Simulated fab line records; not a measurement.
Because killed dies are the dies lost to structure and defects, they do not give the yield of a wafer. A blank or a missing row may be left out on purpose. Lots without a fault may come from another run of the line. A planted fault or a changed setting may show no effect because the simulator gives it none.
Comparing a struck lot with a sound one :: flow rit cmos :: 17 out of 202 route steps
Sound: the wafers L384.2, L384.3, L384.5. Wafers L393.1, L393.3, L393.6 were the ones struck. The cause comes at the end.
Per side, at each step with rows, come the tool, then ch with its chambers, and then its first start. Under that, the readings that differ: sound wafers :: struck wafers :: difference of the means :: sigmas: that difference in standard deviations of wafers without a fault.
alike: same words and numbers on both sides, and readings whose means sit less than 2 such deviations apart. not compared: any withheld reading, any reading some wafer has no value for, any bound like >300 that may hide the same value, and any number with overlapping values for which the record gives no deviation.
A row with sigmas, a row that says differs or no value, or rows on one side alone: a step with any of these is where the two part. Non-overlapping numbers with no deviation appear without sigmas and do not part them. A reading that every wafer of one side lacks parts them only if that side has two wafers or more.

first, 1 step without rows for these wafers: RIT_PRETRO_DEVELOP_05 (develop time 68 s).
RIT_PRETRO_OVL_MEAS_06:
  sound on overlay-01 at day 3 19:55; struck on overlay-02 at day 5 16:39
  alike: PRETRO_OVL
then, 2 steps without rows for these wafers: RIT_PRETRO_HARDBAKE_07 (time 120 s); RIT_PRETRO_IMPLANT_08.
RIT_PRETRO_STRIP_09: strips in O2, time 180 s.
  sound on plasma asher-02 ch 0,1, day 3 20:21; struck on plasma asher-02 ch 0,1, day 5 17:05
  alike: chamber pressure mTorr, drypump motor current A
  not compared: rf hours counter h
RIT_PRETRO_TW_MEAS_10:
  sound on film metro-03 at day 3 20:32; struck on film metro-04 at day 5 17:16
  alike: PRETRO_TW
then, 5 steps without rows for these wafers: RIT_GATE_WET_ETCH_00 (etches SiO2 in BOE, target depth 56 nm, time 60 s); RIT_GATE_CLEAN_01 (cleans in SC1, time 600 s); RIT_GATE_CLEAN_02 (cleans in dHF, time 30 s); RIT_GATE_CLEAN_03 (cleans in SC2, time 600 s); RIT_GATE_CLEAN_04 (cleans in dHF, time 60 s).
RIT_FOX2_THK_MEAS_91:
  sound on film metro-03 at day 3 21:01; struck on film metro-03 at day 5 17:44
reading: FIELD_OXIDE_LEFT_2_THK (nm)
sound: 268 256 263
struck: 248 253 252
difference: -11
sigmas: -2
RIT_GATE_OXIDATION_05: target thk 3 nm, ox time 270 s.
  sound on furnace-03 ch 0, day 3 21:04; struck on furnace-04 ch 0, day 5 17:47
reading: spike tc load C (C)
sound: 931 931 930
struck: 922 923 921
difference: -9
sigmas: -2

reading: model.SiO2_of_GATE_OXIDATION_05.thk nm (nm)
sound: 3.038 3.121 3.056
struck: 4.978 4.954 4.963
difference: +1.893
sigmas: 
  alike: spike tc source C, tube_center_temp_C_max
then, 1 step without rows for these wafers: RIT_GATE_ANNEAL_06 (time 600 s).
RIT_GATE_THK_MEAS_07:
  sound on film metro-04 at day 3 22:24; struck on film metro-03 at day 5 19:29
reading: GATE_OXIDE_THK (nm)
sound: 3.07 3.14 3.05
struck: 4.96 4.99 4.99
difference: +1.89
sigmas: +25
then, 1 step without rows for these wafers: RIT_GATE_CVD_08 (deposits poly-Si from SiH4, target thk 250 nm, time 2220 s).
RIT_M1_PROBE_99:
  sound on prober-02 at day 4 21:25; struck on prober-01 at day 6 19:20
reading: model.etest.pmos_0p3.r on ohm um
sound: 6190 6351 6309
struck: 1.012e+04 1.015e+04 1.003e+04
difference: +3.817e+03
sigmas: 

reading: model.etest.pmos turned.r on ohm um
sound: 3304 3408 3376
struck: 4821 4851 4743
difference: +1442
sigmas: 

reading: model.etest.nmos_0p3.r on ohm um
sound: 2137 2188 2163
struck: 3312 3308 3270
difference: +1134
sigmas: 

reading: model.etest.pmos_0p15.r on ohm um
sound: 2613 2733 2685
struck: 3832 3866 3782
difference: +1150
sigmas: 

reading: model.etest.nmos_0p15.r on ohm um
sound: 1093 1110 1108
struck: 1416 1437 1394
difference: +312
sigmas: 

reading: model.etest.nmos_0p15.drive ua um
sound: 475.4 464 475.9
struck: 287.8 293.1 294.5
difference: -180.0
sigmas: 

reading: model.etest.nmos narrow.drive ua um
sound: 220.1 218.6 221.1
struck: 98.83 100.3 98.36
difference: -120.77
sigmas: 

reading: model.etest.nmos_0p3.drive ua um
sound: 224.4 217.6 221.1
struck: 103.5 103.5 102.2
difference: -118.0
sigmas: 
  alike: killed at contacts, killed at front end, killed dies, killed open, killed short

WHERE THEY PART
Earliest at RIT_FOX2_THK_MEAS_91; latest, in this record, at RIT_GATE_THK_MEAS_07. Later steps at which nothing parts them and some readings are alike: RIT_M1_PROBE_99.

WHY: what had been put in by the simulator
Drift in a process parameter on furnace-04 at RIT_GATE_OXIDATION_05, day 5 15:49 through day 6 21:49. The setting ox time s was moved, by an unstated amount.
